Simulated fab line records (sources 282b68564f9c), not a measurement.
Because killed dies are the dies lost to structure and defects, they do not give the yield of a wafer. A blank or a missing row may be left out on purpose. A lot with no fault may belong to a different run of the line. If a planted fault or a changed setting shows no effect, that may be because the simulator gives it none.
A lot that was struck, set against a sound lot + flow rit_cmos + 18 out of 202 route steps
Sound: the wafers L668.3, L668.4, L668.6. Struck: wafers L680.1, L680.2, L680.3. The cause comes at the end.
For every step that has rows: the tool of each side, followed by ch and its chambers, followed by its first start. Under that, the readings that differ: sound wafers + struck wafers + difference of the means + sigmas: that difference in standard deviations of wafers without a fault.
alike: words and numbers the same on both sides, and readings whose means are apart by under 2 such deviations; not compared: readings that were withheld, readings missing a value for some wafer, numbers with overlapping values and no deviation given by the record, and bounds like >300 which may hide the same value.
A row with sigmas, a row that says differs or no value, or rows on one side alone: a step with any of these is where the two part. Non-overlapping numbers with no deviation appear without sigmas and do not part them. A reading missing from all wafers of one side parts the sides only when that side holds two or more wafers.

first, 1 step without rows for these wafers: RIT_PWELL_DEVELOP_05 (develop time 65.95 s).
RIT_PWELL_OVL_MEAS_06:
  sound on overlay-01 at day 2 03:03; struck on overlay-01 at day 4 15:39
  alike: PWELL_OVL
then, 2 steps without rows for these wafers: RIT_PWELL_HARDBAKE_07 (time 120 s); RIT_PWELL_IMPLANT_08.
RIT_PWELL_STRIP_09: strips in O2, time 180 s.
  sound on plasma_asher-03 ch 0,1, day 2 03:32; struck on plasma_asher-03 ch 0,1, day 4 16:05
  alike: chamber_pressure_mTorr, drypump_motor_current_A
  not compared: rf_hours_counter_h
RIT_PWELL_TW_MEAS_10:
  sound on film_metro-02 at day 2 03:40; struck on film_metro-01 at day 4 16:16
| reading  | sound       | struck      | difference | sigmas |
|----------|-------------|-------------|------------|--------|
| PWELL_TW | 973 975 970 | 941 942 944 | -30        | -2     |
then, 1 step without rows for these wafers: RIT_WELLDRIVE_ANNEAL_00 (time 14700 s).
RIT_WELLDRIVE_RS_MEAS_01: measures by four-point-probe.
  sound on film_metro-03 at day 2 08:50; struck on film_metro-02 at day 4 21:31
  alike: NWELL_RS
RIT_WELLDRIVE_RS_MEAS_02: measures by four-point-probe.
  sound on film_metro-03 at day 2 08:57; struck on film_metro-02 at day 4 21:38
  alike: PWELL_RS
then, 3 steps without rows for these wafers: RIT_NRETRO_HMDS_00 (prime time 60 s); RIT_NRETRO_COAT_01 (resist thk 1300 nm); RIT_NRETRO_SOFTBAKE_02 (time 60 s).
RIT_NRETRO_EXPOSE_03: exposes mask M4, target cd 43900 nm.
  sound on iline_stepper-02 ch 0, day 2 09:39; struck on iline_stepper-01 ch 0, day 4 22:12
| reading                        | sound                | struck            | difference | sigmas |
|--------------------------------|----------------------|-------------------|------------|--------|
| model.NRETRO.overlay_x_nm (nm) | 0.4968 0.4968 0.4968 | 420.8 420.8 420.8 | +420.3     |        |
  alike: mask
then, 2 steps without rows for these wafers: RIT_NRETRO_PEB_04; RIT_NRETRO_DEVELOP_05 (develop time 68 s).
RIT_NRETRO_OVL_MEAS_06:
  sound on overlay-01 at day 2 10:03; struck on overlay-01 at day 4 22:38
| reading         | sound        | struck            | difference | sigmas      |
|-----------------|--------------|-------------------|------------|-------------|
| NRETRO_OVL (nm) | -0.1 0.7 0.7 | 421.3 421.4 421.7 | +421.0     | +99 or more |
then, 1 step without rows for these wafers: RIT_NRETRO_HARDBAKE_07 (time 120 s).
RIT_M1_PROBE_99:
  sound on prober-01 at day 3 16:06; struck on prober-01 at day 6 04:30
| reading                                    | sound                | struck               | difference | sigmas |
|--------------------------------------------|----------------------|----------------------|------------|--------|
| model.etest.well_edge_left.line_ohm_um     | 183 181.9 184.2      | 188.6 184.8 190.5    | +4.9       |        |
| model.etest.retro_edge_nmos.off_log10_a_um | -10.11 -10.07 -10.07 | -7.325 -7.264 -7.394 | +2.756     |        |
| model.etest.retro_edge_pmos.off_log10_a_um | -10.38 -10.31 -10.39 | -7.758 -7.831 -7.579 | +2.637     |        |
  alike: killed_at_contacts, killed_at_front_end, killed_dies, killed_open, killed_short

== WHERE THEY PART ==
Last at RIT_NRETRO_OVL_MEAS_06 as far as this record goes, first at RIT_PWELL_TW_MEAS_10. Later steps at which nothing parts them and some readings are alike: RIT_M1_PROBE_99.

WHY: the cause the simulator had injected
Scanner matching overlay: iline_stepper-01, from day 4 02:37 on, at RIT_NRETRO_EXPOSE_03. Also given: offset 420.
